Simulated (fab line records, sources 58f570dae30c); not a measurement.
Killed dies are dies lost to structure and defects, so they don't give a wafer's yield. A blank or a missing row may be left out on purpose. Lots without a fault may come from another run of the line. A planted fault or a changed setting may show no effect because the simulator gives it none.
Which tool did it? | flow berkeley_cmos170 | 14 lots, 42 wafers sampled, at 4 steps of a route of 331

WHAT THE GAUGES READ, wafer by wafer
UCB170_M1_CD_MEAS_90: target cd 700 nm.
lot  | measured     | on        | cd_nm (nm)
L282 | day 7 04:43  | cd_sem-02 | 700.5 701.5 699.7
L283 | day 7 05:38  | cd_sem-02 | 700.5 699.6 702.3
L285 | day 7 16:55  | cd_sem-01 | 701.7 700.9 700.5
L286 | day 7 17:01  | cd_sem-02 | 703.1 704.6 702.2
L284 | day 7 17:14  | cd_sem-02 | 697.3 698.0 698.7
L289 | day 8 12:40  | cd_sem-01 | - - -
L291 | day 8 22:31  | cd_sem-02 | - - -
L293 | day 9 10:39  | cd_sem-01 | 697.8 702.5 703.4
L296 | day 10 02:25 | cd_sem-02 | 700.6 699.8 699.9
L298 | day 10 17:25 | cd_sem-02 | 700.0 701.8 700.2
L299 | day 11 02:56 | cd_sem-02 | 704.6 703.8 703.3
L301 | day 11 08:52 | cd_sem-01 | 700.5 702.5 700.3
L302 | day 11 09:16 | cd_sem-02 | 697.5 695.4 695.4
L303 | day 12 02:34 | cd_sem-02 | 702.7 702.2 702.1

UCB170_V2_CD_MEAS_90: target cd 700 nm.
lot  | measured     | on        | cd_nm (nm)
L282 | day 7 16:37  | cd_sem-02 | 702.6 697.8 700.1
L283 | day 7 17:04  | cd_sem-01 | 698.5 700.0 700.2
L285 | day 8 06:08  | cd_sem-02 | 697.7 699.9 697.5
L286 | day 8 06:50  | cd_sem-01 | 699.2 698.6 699.3
L284 | day 8 07:58  | cd_sem-01 | 701.3 700.4 700.1
L293 | day 9 22:32  | cd_sem-02 | 700.4 701.5 702.1
L296 | day 10 18:26 | cd_sem-02 | 699.2 701.0 700.3
L298 | day 11 05:43 | cd_sem-01 | 697.6 698.0 698.0
L299 | day 11 16:44 | cd_sem-02 | 699.4 697.6 698.5
L301 | day 12 04:29 | cd_sem-02 | 700.4 698.4 697.8
L302 | day 12 04:42 | cd_sem-01 | 698.2 698.7 699.4
L303 | day 12 15:08 | cd_sem-01 | 700.3 701.0 701.9

WHICH TOOL RAN EACH LOT (tool, then ch and the chambers of the sampled wafers, then the start)
lot  | UCB170_M1_METAL_ETCH_12           | UCB170_M2_ETCH_17
L282 | rie_metal-03 ch 0,1, day 7 04:29  | rie_diel-02 ch 0,1,3, day 7 13:37
L283 | rie_metal-02 ch 0,1, day 7 05:21  | rie_diel-03 ch 1,3, day 7 13:54
L285 | rie_metal-03 ch 0,1, day 7 16:39  | rie_diel-01 ch 0,1,2, day 8 03:26
L286 | rie_metal-02 ch 0,1, day 7 16:42  | rie_diel-02 ch 1,2,3, day 8 03:34
L284 | rie_metal-01 ch 0,1, day 7 16:58  | rie_diel-03 ch 2,3, day 8 04:11
L289 | rie_metal-02 ch 0,1, day 8 12:25  | -
L291 | rie_metal-01 ch 1, day 8 22:17    | -
L293 | rie_metal-01 ch 0,1, day 9 10:25  | rie_diel-02 ch 0,1,2, day 9 19:48
L296 | rie_metal-02 ch 0,1, day 10 02:10 | rie_diel-03 ch 1,2, day 10 15:47
L298 | rie_metal-03 ch 0,1, day 10 17:11 | rie_diel-02 ch 0,1,2, day 11 02:56
L299 | rie_metal-02 ch 0,1, day 11 02:34 | rie_diel-03 ch 0,3, day 11 13:53
L301 | rie_metal-02 ch 0,1, day 11 08:38 | rie_diel-03 ch 0,1,3, day 12 01:41
L302 | rie_metal-03 ch 0,1, day 11 09:02 | rie_diel-02 ch 0,3, day 12 02:00
L303 | rie_metal-01 ch 0,1, day 12 02:19 | rie_diel-01 ch 1,2, day 12 12:05
- UCB170_M1_METAL_ETCH_12: etches Al in Cl2/BCl3, stops on PSG, target depth 780 nm, time 130 s.
- UCB170_M2_ETCH_17: etches BARC in N2/H2.

WHAT THE TOOLS THEMSELVES READ (means of the sampled wafers that have a number; where no wafer has one, the mark that the record gives instead)
UCB170_M1_METAL_ETCH_12.
lot  | tool         | bcl3_flow_sccm (sccm) | bias_w (W) | drypump_motor_current_A (A) | oes_product_au (a.u.) | throttle_valve_pct (%)
L282 | rie_metal-03 | 45.01                 | 119.7      | 6.1                         | 0.871                 | 24.10
L283 | rie_metal-02 | 45.02                 | 120.1      | 5.8                         | 0.855                 | 24.26
L285 | rie_metal-03 | 44.84                 | 120.4      | 6.1                         | 0.869                 | 24.09
L286 | rie_metal-02 | 45.12                 | 120.7      | 5.9                         | 0.861                 | 24.27
L284 | rie_metal-01 | 45.01                 | 120.1      | 5.1                         | 0.842                 | 24.30
L289 | rie_metal-02 | -                     | -          | -                           | -                     | -
L291 | rie_metal-01 | -                     | -          | -                           | -                     | -
L293 | rie_metal-01 | 45.06                 | 119.6      | 5.5                         | 0.847                 | 24.21
L296 | rie_metal-02 | 44.95                 | 120.1      | 5.4                         | 0.854                 | 24.31
L298 | rie_metal-03 | 44.95                 | 120.5      | 6.0                         | 0.862                 | 24.09
L299 | rie_metal-02 | 45.16                 | 119.6      | 5.4                         | 0.860                 | 24.30
L301 | rie_metal-02 | 45.03                 | 119.9      | 5.4                         | 0.858                 | 24.29
L302 | rie_metal-03 | 44.96                 | 120.2      | 6.1                         | 0.856                 | 24.09
L303 | rie_metal-01 | 44.94                 | 120.3      | 5.5                         | 0.851                 | 24.21

UCB170_M2_ETCH_17.
lot  | tool        | bias_w (W) | chamber_pressure_mTorr (mTorr) | drypump_motor_current_A (A) | oes_product_au (a.u.) | throttle_valve_pct (%)
L282 | rie_diel-02 | 100.26     | 30.01                          | 5.7                         | 1.001                 | 13.13
L283 | rie_diel-03 | 100.21     | 29.90                          | 5.5                         | 0.981                 | 13.36
L285 | rie_diel-01 | 99.86      | 29.98                          | 5.8                         | 1.001                 | 13.24
L286 | rie_diel-02 | 99.76      | 29.96                          | 5.7                         | 0.995                 | 13.08
L284 | rie_diel-03 | 100.16     | 29.99                          | 5.3                         | 1.007                 | 13.36
L293 | rie_diel-02 | 99.64      | 29.97                          | 5.7                         | 0.993                 | 13.03
L296 | rie_diel-03 | 100.11     | 30.00                          | 6.1                         | 0.992                 | 13.50
L298 | rie_diel-02 | 99.77      | 30.00                          | 5.8                         | 0.995                 | 13.02
L299 | rie_diel-03 | 100.15     | 29.99                          | 4.9                         | 1.004                 | 13.23
L301 | rie_diel-03 | 100.08     | 30.05                          | 5.3                         | 1.003                 | 13.30
L302 | rie_diel-02 | 99.92      | 30.01                          | 5.8                         | 1.011                 | 13.21
L303 | rie_diel-01 | 100.27     | 30.01                          | 6.2                         | 1.023                 | 13.16

THE ANSWER, worked out from the rows above alone
Rule: what is usual is taken from the lots themselves. Put in order of their means at a reading, lots are off if they are a third of the lots or fewer, leave a main group of 4 or more, and stand apart from it by a gap of 3 or more times the standard deviation of the main group's means; of several such gaps the widest counts. A main group whose means are all the same, to the digits that the tables above print for the reading, isn't used. A lot without any number at a reading at which 4 lots or more have one is off too. The other lots that the step has rows for count as sound. The gauges are gone through in route order, then the tools' own readings, and for those a lot's mean is taken as printed above. The first step at which some lot is off is used, and at that step the reading that is off furthest; a lot without a number counts as furthest.
Off: L289, L291, at UCB170_M1_CD_MEAS_90 (cd_nm). Without a number there: L289, L291. The main group: mean 700.8 nm, standard deviation 2.
A tool fits if, at a process step before that reading, it ran every lot that is off, and no sound lot after the first of them. The gauges at UCB170_M1_CD_MEAS_90 aren't tried: what is off there is off at UCB170_M1_METAL_ETCH_12 too, on other tools, and a gauge's error can't cause that. None of those tried fits.

WHAT THE SIMULATOR HAD PUT IN
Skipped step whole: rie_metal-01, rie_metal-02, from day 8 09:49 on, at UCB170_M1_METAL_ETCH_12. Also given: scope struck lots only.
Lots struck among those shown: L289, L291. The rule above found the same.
